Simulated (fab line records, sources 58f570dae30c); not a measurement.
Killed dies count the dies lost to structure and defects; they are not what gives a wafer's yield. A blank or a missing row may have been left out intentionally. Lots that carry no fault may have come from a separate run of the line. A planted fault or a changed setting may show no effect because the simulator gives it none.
Chamber matching | flow berkeley_cmos170 | UCB170_SPACER_CVD_00 on pecvd-01: 3 sister chambers
The step deposits SiO2 from TEOS/O2, target thk 376 nm, time 47 s. 14 wafers are shown with their chamber, then 7 later ones without.

## EACH WAFER AND ITS CHAMBER
wafer  | chamber | heater_power_w (W)
L206.1 | 0       | 239
L206.4 | 1       | 284
L206.5 | 2       | 329
L207.1 | 1       | 239
L207.5 | 1       | 260
L207.6 | 2       | 321
L215.1 | 2       | 293
L215.3 | 1       | 248
L215.4 | 1       | 263
L219.2 | 0       | 214
L219.3 | 1       | 312
L219.6 | 1       | 211
L222.3 | 0       | 264
L222.4 | 1       | 206

SIGNATURES (averages over the wafers above)
reading        | chamber 0 | chamber 1 | chamber 2 | scatter within a chamber
heater_power_w | 239.00    | 252.88    | 314.33    | 31.3
Rule: for a wafer and a chamber, the distance is found by dividing, reading by reading, the gap between the wafer's reading and the chamber's mean by the reading's scatter, squaring, summing and taking the root. If the next closest chamber is less than 2 further off than the closest, the wafer can't be placed; otherwise it belongs to the closest. The scatter: take each reading less its chamber's mean, square it, sum over the shown wafers, divide by the number of wafers less the number of chambers, and take the root.

## WAFERS WITHOUT THEIR CHAMBER
wafer  | heater_power_w (W)
L222.5 | 304
L224.2 | 232
L224.4 | 237
L224.6 | 249
L226.1 | 288
L226.2 | 252
L226.4 | 324

## THE CHAMBER EACH PASSED THROUGH
wafer  | from the rows above          | in truth
L222.5 | can't be placed: 2 or 1 or 0 | 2
L224.2 | can't be placed: 0 or 1      | 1
L224.4 | can't be placed: 0 or 1      | 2
L224.6 | can't be placed: 1 or 0 or 2 | 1
L226.1 | can't be placed: 2 or 1 or 0 | 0
L226.2 | can't be placed: 1 or 0 or 2 | 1
L226.4 | can't be placed: 2 or 1      | 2
Correctly placed: 0 of 7. From these rows, 7 cannot be placed; in 6 the true chamber is one of the candidates. Wrongly placed: 0.
